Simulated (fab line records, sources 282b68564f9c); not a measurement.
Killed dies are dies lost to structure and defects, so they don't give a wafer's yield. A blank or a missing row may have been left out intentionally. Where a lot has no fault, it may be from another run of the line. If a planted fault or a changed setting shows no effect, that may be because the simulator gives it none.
fab line records + flow rit_cmos
[record]
- lots = 13
- wafers = 39
- last_day = 7
route steps=202 shown PWELL@49 PRETRO@73 NLDD@111 NSD@140 M1@202
lots that met no fault: from a run of the same line without faults
start_h: the number of hours between the record's first day and the start of the first shown wafer of the lot + wait_h: time in hours since the lot's previous step + " the same as in the row above + L1.1+2: a single row standing in for several wafers + - no value, or no start was given + * or withheld: withheld + < > ~ a bound
route shown NAME@n: names a module that has steps shown in the file, with the first one's number in the route + usual: the fault-free wafers' mean and standard deviation + same: alike in all rows + chamber/n: place in a boat + sites: per-site readings + _std_site: standard deviation of those values + _edge_site: mean of outer sites minus mean of inner sites + radius_mm: how far each site lies from the wafer's centre + mask NAME#n: copy n + behind: tool/chamber where the wafer was last shaped + hold: what put the lot on hold/how long, in hours/how the hold closed + device: the transistor (n, p or np) that didn't switch + end of line: the same wafers' tests at the end of the route + where a step has no rows: the recipe by itself + killed: not the wafer's yield, but the dies lost to structure and defects at the first sort + map: a wafer's dies, x killed, . not, _ none there
set.NAME: the setting as run; set.NAME@STEP: as run at that earlier step + model.NAME: the simulator's own value behind a step, which no gauge read
the route's steps for a sample of lots (tables are steps, rows are wafers)
services: when a tool's chamber went out of use (start_h, in hours from the record's first day, below 0 if earlier), for how many hours, and the reason
[[steps]]
[step RIT_PWELL_TW_MEAS_10]
[usual]
- PWELL_TW = 957/5.2
| lot.wafer | tool          | chamber | start_h | wait_h | PWELL_TW |
|-----------|---------------|---------|---------|--------|----------|
| L328.3    | film_metro-04 | -       | 22.37   | 0.1    | 955      |
| L328.4    | "             | -       | "       | "      | 961      |
| L328.6    | "             | -       | "       | "      | 948      |
| L329.4    | film_metro-02 | -       | 28.99   | 0.1    | 962      |
| L329.5    | "             | -       | "       | "      | 962      |
| L329.6    | "             | -       | "       | "      | 961      |
| L330.1    | film_metro-02 | -       | 33.11   | 0.1    | 960      |
| L330.2    | "             | -       | "       | "      | 958      |
| L330.3    | "             | -       | "       | "      | 960      |
| L331.3    | film_metro-03 | -       | 39.56   | 0.1    | 947      |
| L331.4    | "             | -       | "       | "      | 949      |
| L331.5    | "             | -       | "       | "      | 953      |
| L332.1    | film_metro-03 | -       | 43.19   | 0.1    | 950      |
| L332.4    | "             | -       | "       | "      | 953      |
| L332.6    | "             | -       | "       | "      | 949      |
| L333.2    | film_metro-02 | -       | 48.18   | 0.1    | 961      |
| L333.4    | "             | -       | "       | "      | 960      |
| L333.5    | "             | -       | "       | "      | 959      |
| L334.1    | film_metro-03 | -       | 52.41   | 0.1    | 953      |
| L334.2    | "             | -       | "       | "      | 953      |
| L334.6    | "             | -       | "       | "      | 956      |
| L342.3    | film_metro-04 | -       | 93.60   | 0.1    | 962      |
| L342.5    | "             | -       | "       | "      | 960      |
| L342.6    | "             | -       | "       | "      | 959      |
| L346.3    | film_metro-02 | -       | 113.37  | 0.1    | 956      |
| L346.5    | "             | -       | "       | "      | 953      |
| L346.6    | "             | -       | "       | "      | 956      |
| L348.2    | film_metro-03 | -       | 122.99  | 0.1    | 959      |
| L348.3    | "             | -       | "       | "      | 960      |
| L348.5    | "             | -       | "       | "      | 962      |
| L349.2    | film_metro-02 | -       | 128.01  | 0.1    | 961      |
| L349.3    | "             | -       | "       | "      | 964      |
| L349.6    | "             | -       | "       | "      | 957      |
| L350.1    | film_metro-02 | -       | 133.33  | 0.1    | 962      |
| L350.3    | "             | -       | "       | "      | 960      |
| L350.4    | "             | -       | "       | "      | 953      |
| L351.1    | film_metro-03 | -       | 137.50  | 0.1    | 963      |
| L351.2    | "             | -       | "       | "      | 962      |
| L351.3    | "             | -       | "       | "      | 963      |
[step RIT_PRETRO_STRIP_09]
[recipe]
- chemistry = O2
- time_s = 180
- resist = NOVOLAK
- platen_temp_c = withheld
- power_w = 500
- pressure_mtorr = 4000
- o2_flow_sccm = 4000
[usual]
- drypump_motor_current_A = 5.5/0.61
- rf_refl_power_W = 7.7/0.97
[same]
- time_s = 180
| lot.wafer | tool            | chamber | start_h | wait_h | drypump_motor_current_A | rf_hours_counter_h | rf_refl_power_W |
|-----------|-----------------|---------|---------|--------|-------------------------|--------------------|-----------------|
| L328.3    | plasma_asher-04 | 0       | 30.91   | 0.1    | 5.7                     | -                  | 8.2             |
| L328.4    | "               | 1       | "       | "      | 4.7                     | -                  | 7.0             |
| L328.6    | "               | 1       | "       | "      | 4.7                     | -                  | 6.9             |
| L329.4    | plasma_asher-03 | 1       | 37.27   | 0.1    | 5.6                     | -                  | 6.0             |
| L329.5    | "               | 1       | "       | "      | 5.6                     | -                  | 6.4             |
| L329.6    | "               | 0       | "       | "      | 5.6                     | -                  | 9.7             |
| L330.1    | plasma_asher-04 | 0       | 41.48   | 0.1    | 5.7                     | 26                 | 8.6             |
| L330.2    | "               | 1       | "       | "      | 4.7                     | 26                 | 6.9             |
| L330.3    | "               | 0       | "       | "      | 5.7                     | -                  | 7.8             |
| L331.3    | plasma_asher-03 | 0       | 47.99   | 0.1    | 5.7                     | -                  | 9.5             |
| L331.4    | "               | 1       | "       | "      | 5.6                     | -                  | 6.3             |
| L331.5    | "               | 0       | "       | "      | 5.6                     | -                  | 9.7             |
| L332.1    | plasma_asher-02 | 1       | 51.60   | 0.1    | 6.6                     | 41                 | 7.6             |
| L332.4    | "               | 0       | "       | "      | 5.2                     | -                  | 7.0             |
| L332.6    | "               | 0       | "       | "      | 5.2                     | -                  | 7.0             |
| L333.2    | plasma_asher-02 | 1       | 56.55   | 0.1    | 6.6                     | 41                 | 8.0             |
| L333.4    | "               | 1       | "       | "      | 6.6                     | -                  | 8.0             |
| L333.5    | "               | 0       | "       | "      | 5.3                     | -                  | 7.1             |
| L334.1    | plasma_asher-02 | 1       | 60.79   | 0.1    | 6.6                     | 42                 | 7.8             |
| L334.2    | "               | 0       | "       | "      | 5.2                     | 42                 | 7.2             |
| L334.6    | "               | 0       | "       | "      | 5.3                     | -                  | 7.1             |
| L342.3    | plasma_asher-04 | 0       | 102.01  | 0.1    | 5.7                     | -                  | 8.9             |
| L342.5    | "               | 1       | "       | "      | 4.7                     | -                  | 7.1             |
| L342.6    | "               | 0       | "       | "      | 5.7                     | -                  | 8.9             |
| L346.3    | plasma_asher-03 | 0       | 122.14  | 0.1    | 5.6                     | -                  | 9.9             |
| L346.5    | "               | 0       | "       | "      | 5.6                     | -                  | 9.3             |
| L346.6    | "               | 1       | "       | "      | 5.6                     | -                  | 6.2             |
| L348.2    | plasma_asher-04 | 0       | 131.78  | 0.1    | 5.7                     | 37                 | 8.7             |
| L348.3    | "               | 0       | "       | "      | 5.7                     | -                  | 8.4             |
| L348.5    | "               | 1       | "       | "      | 4.7                     | -                  | 7.3             |
| L349.2    | plasma_asher-04 | 0       | 136.76  | 0.1    | 5.7                     | 37                 | 8.5             |
| L349.3    | "               | 1       | "       | "      | 4.7                     | -                  | 7.1             |
| L349.6    | "               | 0       | "       | "      | 5.7                     | -                  | 8.8             |
| L350.1    | plasma_asher-04 | 1       | 141.72  | 0.1    | 4.7                     | 38                 | 6.8             |
| L350.3    | "               | 0       | "       | "      | 5.7                     | -                  | 8.6             |
| L350.4    | "               | 1       | "       | "      | 4.7                     | -                  | 7.1             |
| L351.1    | plasma_asher-02 | 1       | 145.87  | 0.1    | 6.6                     | 51                 | 8.0             |
| L351.2    | "               | 0       | "       | "      | 5.3                     | 51                 | 7.3             |
| L351.3    | "               | 0       | "       | "      | 5.3                     | -                  | 7.1             |
[step RIT_NLDD_IMPLANT_08]
[recipe]
- species = P
- energy_kev = 20
- dose_cm2 = 5e+14
- tilt_deg = 7
[usual]
- beam_on_s = 10.00/0.2
- faraday_current_uA = 1572/32
| lot.wafer | tool         | chamber | start_h | wait_h | beam_on_s | faraday_current_uA |
|-----------|--------------|---------|---------|--------|-----------|--------------------|
| L328.3    | implanter-03 | 0       | 41.06   | 0.1    | 9.90      | 1584               |
| L328.4    | "            | 0       | "       | "      | 10.24     | 1542               |
| L328.6    | "            | 0       | "       | "      | 10.00     | 1580               |
| L329.4    | implanter-04 | 0       | 47.51   | 0.1    | 9.84      | 1598               |
| L329.5    | "            | 0       | "       | "      | 9.99      | 1568               |
| L329.6    | "            | 0       | "       | "      | 10.12     | 1553               |
| L330.1    | implanter-03 | 0       | 52.01   | 0.1    | 9.81      | 1604               |
| L330.2    | "            | 0       | "       | "      | 10.07     | 1568               |
| L330.3    | "            | 0       | "       | "      | 10.02     | 1572               |
| L331.3    | implanter-04 | 0       | 57.53   | 0.1    | 9.76      | 1615               |
| L331.4    | "            | 0       | "       | "      | 10.15     | 1548               |
| L331.5    | "            | 0       | "       | "      | 9.94      | 1582               |
| L332.1    | implanter-03 | 0       | 62.10   | 0.1    | 10.16     | 1543               |
| L332.4    | "            | 0       | "       | "      | 10.01     | 1573               |
| L332.6    | "            | 0       | "       | "      | 9.63      | 1629               |
| L333.2    | implanter-04 | 0       | 66.04   | 0.1    | 9.59      | 1632               |
| L333.4    | "            | 0       | "       | "      | 9.84      | 1598               |
| L333.5    | "            | 0       | "       | "      | 10.36     | 1514               |
| L334.1    | implanter-02 | 0       | 70.70   | 0.1    | 10.06     | 1569               |
| L334.2    | "            | 0       | "       | "      | 10.06     | 1556               |
| L334.6    | "            | 0       | "       | "      | 10.03     | 1576               |
| L342.3    | implanter-04 | 0       | 112.33  | 0.1    | 10.15     | 1550               |
| L342.5    | "            | 0       | "       | "      | 10.08     | 1566               |
| L342.6    | "            | 0       | "       | "      | 10.14     | 1551               |
| L346.3    | implanter-02 | 0       | 131.73  | 0.1    | 9.44      | 1651               |
| L346.5    | "            | 0       | "       | "      | 9.70      | 1612               |
| L346.6    | "            | 0       | "       | "      | 10.06     | 1564               |
| L348.2    | implanter-02 | 0       | 142.13  | 0.1    | 10.08     | 1567               |
| L348.3    | "            | 0       | "       | "      | 10.19     | 1543               |
| L348.5    | "            | 0       | "       | "      | 9.79      | 1600               |
| L349.2    | implanter-02 | 0       | 146.31  | 0.1    | 9.76      | 1612               |
| L349.3    | "            | 0       | "       | "      | 10.30     | 1524               |
| L349.6    | "            | 0       | "       | "      | 10.17     | 1551               |
| L350.1    | implanter-02 | 0       | 151.43  | 0.1    | 10.07     | 1566               |
| L350.3    | "            | 0       | "       | "      | 9.54      | 1649               |
| L350.4    | "            | 0       | "       | "      | 10.05     | 1569               |
| L351.1    | implanter-03 | 0       | 155.82  | 0.1    | 10.16     | 1550               |
| L351.2    | "            | 0       | "       | "      | 10.10     | 1560               |
| L351.3    | "            | 0       | "       | "      | 10.03     | 1571               |
[step RIT_NLDD_TW_MEAS_10]
[usual]
- NLDD_TW = 2495/16
| lot.wafer | tool          | chamber | start_h | wait_h | NLDD_TW |
|-----------|---------------|---------|---------|--------|---------|
| L328.3    | film_metro-04 | -       | 41.36   | 0.1    | 2506    |
| L328.4    | "             | -       | "       | "      | 2496    |
| L328.6    | "             | -       | "       | "      | 2525    |
| L329.4    | film_metro-04 | -       | 47.79   | 0.1    | 2508    |
| L329.5    | "             | -       | "       | "      | 2521    |
| L329.6    | "             | -       | "       | "      | 2503    |
| L330.1    | film_metro-02 | -       | 52.34   | 0.1    | 2511    |
| L330.2    | "             | -       | "       | "      | 2508    |
| L330.3    | "             | -       | "       | "      | 2512    |
| L331.3    | film_metro-02 | -       | 57.83   | 0.1    | 2517    |
| L331.4    | "             | -       | "       | "      | 2504    |
| L331.5    | "             | -       | "       | "      | 2519    |
| L332.1    | film_metro-01 | -       | 62.42   | 0.1    | 2314    |
| L332.4    | "             | -       | "       | "      | 2464    |
| L332.6    | "             | -       | "       | "      | 2345    |
| L333.2    | film_metro-01 | -       | 66.35   | 0.1    | 2473    |
| L333.4    | "             | -       | "       | "      | 2470    |
| L333.5    | "             | -       | "       | "      | 2468    |
| L334.1    | film_metro-01 | -       | 71.03   | 0.1    | 2473    |
| L334.2    | "             | -       | "       | "      | 2475    |
| L334.6    | "             | -       | "       | "      | 2479    |
| L342.3    | film_metro-02 | -       | 112.62  | 0.1    | 2508    |
| L342.5    | "             | -       | "       | "      | 2496    |
| L342.6    | "             | -       | "       | "      | 2503    |
| L346.3    | film_metro-04 | -       | 132.03  | 0.1    | 2508    |
| L346.5    | "             | -       | "       | "      | 2506    |
| L346.6    | "             | -       | "       | "      | 2524    |
| L348.2    | film_metro-04 | -       | 142.44  | 0.1    | 2505    |
| L348.3    | "             | -       | "       | "      | 2519    |
| L348.5    | "             | -       | "       | "      | 2520    |
| L349.2    | film_metro-02 | -       | 146.62  | 0.1    | 2495    |
| L349.3    | "             | -       | "       | "      | 2500    |
| L349.6    | "             | -       | "       | "      | 2501    |
| L350.1    | film_metro-02 | -       | 151.76  | 0.1    | 2498    |
| L350.3    | "             | -       | "       | "      | 2516    |
| L350.4    | "             | -       | "       | "      | 2509    |
| L351.1    | film_metro-01 | -       | 156.15  | 0.1    | 2497    |
| L351.2    | "             | -       | "       | "      | 2489    |
| L351.3    | "             | -       | "       | "      | 2489    |
[step RIT_NSD_STRIP_09]
[recipe]
- chemistry = O2
- time_s = 180
- resist = NOVOLAK
- platen_temp_c = withheld
- power_w = 500
- pressure_mtorr = 4000
- o2_flow_sccm = 4000
[usual]
- drypump_motor_current_A = 5.7/0.6
- rf_refl_power_W = 7.7/0.97
[same]
- time_s = 180
| lot.wafer | tool            | chamber | start_h | wait_h | drypump_motor_current_A | rf_hours_counter_h | rf_refl_power_W |
|-----------|-----------------|---------|---------|--------|-------------------------|--------------------|-----------------|
| L328.3    | plasma_asher-04 | 1       | 46.56   | 0.1    | 4.7                     | -                  | 6.7             |
| L328.4    | "               | 0       | "       | "      | 5.7                     | -                  | 8.4             |
| L328.6    | "               | 1       | "       | "      | 4.7                     | -                  | 7.0             |
| L329.4    | plasma_asher-03 | 1       | 52.98   | 0.1    | 5.6                     | -                  | 6.5             |
| L329.5    | "               | 0       | "       | "      | 5.6                     | -                  | 9.6             |
| L329.6    | "               | 1       | "       | "      | 5.6                     | -                  | 6.4             |
| L330.1    | plasma_asher-03 | 0       | 57.87   | 0.1    | 5.7                     | 41                 | 9.3             |
| L330.2    | "               | 1       | "       | "      | 5.6                     | 41                 | 6.4             |
| L330.3    | "               | 0       | "       | "      | 5.6                     | -                  | 9.8             |
| L331.3    | plasma_asher-03 | 0       | 63.44   | 0.1    | 5.7                     | -                  | 9.5             |
| L331.4    | "               | 1       | "       | "      | 5.6                     | -                  | 6.4             |
| L331.5    | "               | 1       | "       | "      | 5.7                     | -                  | 6.1             |
| L332.1    | plasma_asher-02 | 1       | 67.66   | 0.1    | 6.6                     | 43                 | 7.9             |
| L332.4    | "               | 1       | "       | "      | 6.6                     | -                  | 8.0             |
| L332.6    | "               | 1       | "       | "      | 6.6                     | -                  | 7.7             |
| L333.2    | plasma_asher-04 | 0       | 71.84   | 0.1    | 5.7                     | 30                 | 8.4             |
| L333.4    | "               | 1       | "       | "      | 4.7                     | -                  | 6.8             |
| L333.5    | "               | 0       | "       | "      | 5.7                     | -                  | 8.3             |
| L334.1    | plasma_asher-03 | 1       | 76.46   | 0.1    | 5.6                     | 43                 | 6.6             |
| L334.2    | "               | 0       | "       | "      | 5.6                     | 43                 | 8.7             |
| L334.6    | "               | 0       | "       | "      | 5.6                     | -                  | 8.6             |
| L342.3    | plasma_asher-03 | 0       | 117.82  | 0.1    | 5.7                     | -                  | 9.4             |
| L342.5    | "               | 0       | "       | "      | 5.7                     | -                  | 9.4             |
| L342.6    | "               | 1       | "       | "      | 5.6                     | -                  | 6.3             |
| L346.3    | plasma_asher-02 | 0       | 137.35  | 0.1    | 5.3                     | -                  | 7.0             |
| L346.5    | "               | 1       | "       | "      | 6.6                     | -                  | 7.8             |
| L346.6    | "               | 0       | "       | "      | 5.2                     | -                  | 7.1             |
| L348.2    | plasma_asher-04 | 0       | 147.81  | 0.1    | 5.7                     | 38                 | 8.9             |
| L348.3    | "               | 0       | "       | "      | 5.7                     | -                  | 8.1             |
| L348.5    | "               | 1       | "       | "      | 4.7                     | -                  | 7.3             |
| L349.2    | plasma_asher-02 | 1       | 151.93  | 0.1    | 6.6                     | 52                 | 8.0             |
| L349.3    | "               | 0       | "       | "      | 5.3                     | -                  | 7.3             |
| L349.6    | "               | 1       | "       | "      | 6.6                     | -                  | 8.0             |
| L350.1    | plasma_asher-04 | 1       | 156.93  | 0.1    | 4.7                     | 40                 | 7.4             |
| L350.3    | "               | 0       | "       | "      | 5.7                     | -                  | 8.4             |
| L350.4    | "               | 1       | "       | "      | 4.7                     | -                  | 7.0             |
| L351.1    | plasma_asher-02 | 0       | 161.47  | 0.1    | 5.3                     | 53                 | 7.0             |
| L351.2    | "               | 1       | "       | "      | 6.6                     | 53                 | 7.8             |
| L351.3    | "               | 1       | "       | "      | 6.6                     | -                  | 7.9             |
[step RIT_SDANNEAL_RS_MEAS_07]
[recipe]
- thk_meas_gauge = four-point-probe
[usual]
- NLDD_RS = 151.8/0.5
| lot.wafer | tool          | chamber | start_h | wait_h | NLDD_RS[ohm/sq] |
|-----------|---------------|---------|---------|--------|-----------------|
| L328.3    | film_metro-04 | -       | 49.23   | 0.1    | 152.6           |
| L328.4    | "             | -       | "       | "      | 152.3           |
| L328.6    | "             | -       | "       | "      | 152.5           |
| L329.4    | film_metro-04 | -       | 55.42   | 0.1    | 152.8           |
| L329.5    | "             | -       | "       | "      | 152.4           |
| L329.6    | "             | -       | "       | "      | 152.9           |
| L330.1    | film_metro-02 | -       | 60.31   | 0.1    | 152.0           |
| L330.2    | "             | -       | "       | "      | 152.0           |
| L330.3    | "             | -       | "       | "      | 152.4           |
| L331.3    | film_metro-04 | -       | 66.20   | 0.1    | 152.0           |
| L331.4    | "             | -       | "       | "      | 151.6           |
| L331.5    | "             | -       | "       | "      | 151.8           |
| L332.1    | film_metro-01 | -       | 70.12   | 0.1    | -               |
| L332.4    | "             | -       | "       | "      | -               |
| L332.6    | "             | -       | "       | "      | -               |
| L333.2    | film_metro-04 | -       | 74.34   | 0.1    | 152.3           |
| L333.4    | "             | -       | "       | "      | 152.1           |
| L333.5    | "             | -       | "       | "      | 152.5           |
| L334.1    | film_metro-04 | -       | 78.97   | 0.1    | 151.8           |
| L334.2    | "             | -       | "       | "      | 151.3           |
| L334.6    | "             | -       | "       | "      | 151.6           |
| L342.3    | film_metro-02 | -       | 120.37  | 0.1    | 151.1           |
| L342.5    | "             | -       | "       | "      | 151.6           |
| L342.6    | "             | -       | "       | "      | 151.2           |
| L346.3    | film_metro-01 | -       | 139.78  | 0.1    | 150.8           |
| L346.5    | "             | -       | "       | "      | 151.4           |
| L346.6    | "             | -       | "       | "      | 150.8           |
| L348.2    | film_metro-01 | -       | 150.40  | 0.1    | 152.2           |
| L348.3    | "             | -       | "       | "      | 152.3           |
| L348.5    | "             | -       | "       | "      | 152.1           |
| L349.2    | film_metro-04 | -       | 154.52  | 0.1    | 152.0           |
| L349.3    | "             | -       | "       | "      | 152.2           |
| L349.6    | "             | -       | "       | "      | 152.3           |
| L350.1    | film_metro-04 | -       | 159.38  | 0.1    | 151.9           |
| L350.3    | "             | -       | "       | "      | 151.9           |
| L350.4    | "             | -       | "       | "      | 151.5           |
| L351.1    | film_metro-02 | -       | 163.92  | 0.1    | 152.1           |
| L351.2    | "             | -       | "       | "      | 151.4           |
| L351.3    | "             | -       | "       | "      | 152.0           |
[step RIT_M1_PROBE_99]
[usual]
- killed_at_M0_to_M3 = 0.0/0.14
- killed_at_contacts = 0.1/0.36
- killed_at_front_end = 7/3.4
- killed_dies = 7/3.4
- killed_open = 3.3/2
- killed_short = 3.8/2.4
[same]
- gross_dies = 264
- killed_at_M4_up = 0
- killed_at_back_side = 0
- killed_at_other = 0
| lot.wafer | tool      | chamber | start_h | wait_h | killed_at_M0_to_M3 | killed_at_contacts | killed_at_front_end | killed_dies | killed_open | killed_short |
|-----------|-----------|---------|---------|--------|--------------------|--------------------|---------------------|-------------|-------------|--------------|
| L329.4    | prober-01 | -       | 62.65   | 0.2    | 0                  | 0                  | 7                   | 7           | 2           | 5            |
| L329.5    | prober-01 | -       | 62.70   | 0.2    | 0                  | 0                  | 7                   | 7           | 5           | 2            |
| L329.6    | prober-01 | -       | 62.75   | 0.2    | 0                  | 0                  | 6                   | 6           | 3           | 3            |
| L334.1    | prober-02 | -       | 86.04   | 0.1    | 0                  | 0                  | 6                   | 6           | 4           | 2            |
| L334.2    | prober-02 | -       | 86.09   | 0.1    | 0                  | 0                  | 5                   | 5           | 2           | 3            |
| L334.6    | prober-02 | -       | 86.29   | 0.2    | 0                  | 0                  | 8                   | 8           | 5           | 3            |
| L346.3    | prober-02 | -       | 147.17  | 0.2    | 0                  | 0                  | 2                   | 2           | 2           | 0            |
| L346.5    | prober-02 | -       | 147.27  | 0.2    | 0                  | 0                  | 12                  | 12          | 7           | 5            |
| L346.6    | prober-02 | -       | 147.32  | 0.2    | 0                  | 0                  | 8                   | 8           | 4           | 3            |
| L349.2    | prober-01 | -       | 161.61  | 0.1    | 0                  | 0                  | 16                  | 16          | 6           | 9            |
| L349.3    | prober-01 | -       | 161.66  | 0.2    | 0                  | 0                  | 2                   | 2           | 1           | 1            |
| L349.6    | prober-01 | -       | 161.81  | 0.2    | 0                  | 0                  | 7                   | 7           | 4           | 3            |
// killed by level:class
L329.4 GATE:geometric_particle:short=2 SILICIDE:geometric_particle:short=2 FOX1:geometric_particle:short=1 GATE:geometric_particle:open=1 SILICIDE:geometric_particle:open=1
L329.5 SILICIDE:geometric_particle:open=3 GATE:geometric_particle:open=1 SPACER:geometric_particle:short=1 SPACER:geometric_particle:open=1 SILICIDE:geometric_particle:short=1
L329.6 SILICIDE:geometric_particle:open=2 FOX1:geometric_particle:short=1 FOX2:geometric_particle:short=1 REOX:geometric_particle:open=1 SILICIDE:geometric_particle:short=1
L334.1 FOX1:geometric_particle:open=3 FOX1:geometric_particle:short=1 GATE:geometric_particle:short=1 REOX:geometric_particle:open=1
L334.2 REOX:geometric_particle:short=2 GATE:geometric_particle:short=1 REOX:geometric_particle:open=1 SPACER:geometric_particle:open=1
L334.6 FOX2:geometric_particle:open=2 GATE:geometric_particle:open=2 SPACER:geometric_particle:short=2 GATE:geometric_particle:short=1 REOX:geometric_particle:open=1
L346.3 REOX:geometric_particle:open=1 SILICIDE:geometric_particle:open=1
L346.5 GATE:geometric_particle:short=3 FOX1:geometric_particle:open=2 GATE:geometric_particle:open=2 REOX:geometric_particle:open=2 FOX1:geometric_particle:short=1 SPACER:geometric_particle:short=1 SPACER:geometric_particle:open=1
L346.6 FOX1:geometric_particle:open=2 GATE:geometric_particle:open=2 FOX1:geometric_particle:short=1 GATE:geometric_particle:short=1 REOX:geometric_particle:short=1 NSD:coat_microbubble_printed=1
L349.2 GATE:geometric_particle:short=5 SPACER:geometric_particle:short=3 GATE:geometric_particle:open=2 SILICIDE:geometric_particle:open=2 ACTIVE:geometric_particle:open=1 FOX2:geometric_particle:open=1 FOX2:geometric_particle:short=1 GATE:coat_microbubble_printed=1
L349.3 FOX1:geometric_particle:short=1 SILICIDE:geometric_particle:open=1
L349.6 GATE:geometric_particle:short=2 FOX1:geometric_particle:short=1 FOX2:geometric_particle:open=1 GATE:geometric_particle:open=1 REOX:geometric_particle:open=1 SPACER:geometric_particle:open=1
[[services]]
| tool            | chamber | start_h | hours | kind       |
|-----------------|---------|---------|-------|------------|
| implanter-04    | -       | 36.36   | 5.0   | pm         |
| implanter-02    | -       | 47.09   | 17.3  | pm         |
| implanter-04    | -       | 66.91   | 3.5   | repair     |
| plasma_asher-03 | -       | 108.75  | 9.0   | pm         |
| plasma_asher-03 | 0       | 108.75  | 9.0   | vent_cycle |
| plasma_asher-03 | 1       | 108.75  | 9.0   | vent_cycle |
| plasma_asher-03 | 0       | 117.75  | -     | clean      |
| plasma_asher-03 | 1       | 117.75  | -     | clean      |
| implanter-04    | -       | 124.40  | 3.7   | repair     |
| plasma_asher-03 | -       | 137.99  | 23.6  | repair     |
[[key]]
[first_sign]
- step = RIT_NLDD_TW_MEAS_10
- reading = NLDD_TW
- direction = down
- sigmas = 7.6
- usual = 2495
- struck = 2374
- wafers_moved = 2
[effect]
- step = RIT_SDANNEAL_RS_MEAS_07
- reading = NLDD_RS
- direction = missing
met_at RIT_NLDD_IMPLANT_08
struck_lots L332
tester_left_out L332
not_acting_at RIT_PWELL_TW_MEAS_10,RIT_PRETRO_STRIP_09,RIT_NSD_STRIP_09
onset_between 52.01 62.10
[fault]
- kind = process_parameter_drift
- tool = implanter-03
- chamber = -
- onset_h = 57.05
- steps = RIT_NLDD_IMPLANT_08
- channel = tilt_deg
- offset = -4
- spread_by_wafer = 0.3
- shape = step
- end_h = 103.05
- acts_in = these_recipes_only
- stated = 7
// tester_left_out: of these lots the tester's yield and bins aren't shown, on N5 and GAA mostly nor the transistor test; their killed dies are dies lost to structure and defects alone, not to doping, threshold or leakage, so they don't give the yield
